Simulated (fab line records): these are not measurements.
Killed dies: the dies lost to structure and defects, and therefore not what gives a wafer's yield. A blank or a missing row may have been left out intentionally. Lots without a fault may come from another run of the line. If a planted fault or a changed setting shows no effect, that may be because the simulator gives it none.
Chamber matching / flow rit_cmos / RIT_CONTACT_ETCH_11 on rie_diel-02 has 4 sister chambers
The step etches SiO2 in CHF3/CF4/Ar, stops on TiSi2, target depth 480 nm, time 320 s. 8 wafers are shown with their chamber, then 7 later ones without.

WAFERS WITH THEIR CHAMBER
wafer=L781.1; chamber=2; drypump_motor_current_A (A)=6.4; oes_product_au (a.u.)=1.016
wafer=L785.1; chamber=3; drypump_motor_current_A (A)=6.5; oes_product_au (a.u.)=0.979
wafer=L785.5; chamber=0; drypump_motor_current_A (A)=5.0; oes_product_au (a.u.)=0.989
wafer=L786.2; chamber=3; drypump_motor_current_A (A)=6.5; oes_product_au (a.u.)=0.980
wafer=L786.3; chamber=1; drypump_motor_current_A (A)=5.7; oes_product_au (a.u.)=1.005
wafer=L786.5; chamber=1; drypump_motor_current_A (A)=5.7; oes_product_au (a.u.)=1.005
wafer=L791.1; chamber=0; drypump_motor_current_A (A)=5.1; oes_product_au (a.u.)=0.981
wafer=L791.4; chamber=2; drypump_motor_current_A (A)=6.3; oes_product_au (a.u.)=1.022

WAFERS WHOSE CHAMBER IS MISSING
wafer=L791.5; drypump_motor_current_A (A)=6.3; oes_product_au (a.u.)=1.018
wafer=L800.2; drypump_motor_current_A (A)=5.7; oes_product_au (a.u.)=1.007
wafer=L800.4; drypump_motor_current_A (A)=6.5; oes_product_au (a.u.)=0.991
wafer=L800.5; drypump_motor_current_A (A)=5.1; oes_product_au (a.u.)=0.976
wafer=L803.1; drypump_motor_current_A (A)=6.5; oes_product_au (a.u.)=0.991
wafer=L803.4; drypump_motor_current_A (A)=5.0; oes_product_au (a.u.)=0.988
wafer=L803.6; drypump_motor_current_A (A)=6.4; oes_product_au (a.u.)=1.015

WHICH CHAMBER EACH ONE RAN IN
wafer=L791.5; from the rows above=2; in truth=2
wafer=L800.2; from the rows above=1; in truth=1
wafer=L800.4; from the rows above=3; in truth=3
wafer=L800.5; from the rows above=0; in truth=0
wafer=L803.1; from the rows above=3; in truth=3
wafer=L803.4; from the rows above=0; in truth=0
wafer=L803.6; from the rows above=2; in truth=2
Correct placement for 7 of the 7. Not placeable from these rows: 0. Wrongly placed: 0.
How it was worked out, from the rows above alone: a wafer's distance from a chamber is the root of the sum, over the readings, of the square of ((its reading less the chamber's mean) divided by the reading's scatter). The wafer belongs to the nearest chamber; if the next one is less than 2 further off, it can't be placed. For every chamber, the mean is computed from those of its wafers that are shown. The scatter: the root of (the sum of the squares of (reading less its chamber's mean) over the shown wafers, divided by (wafers less chambers)).
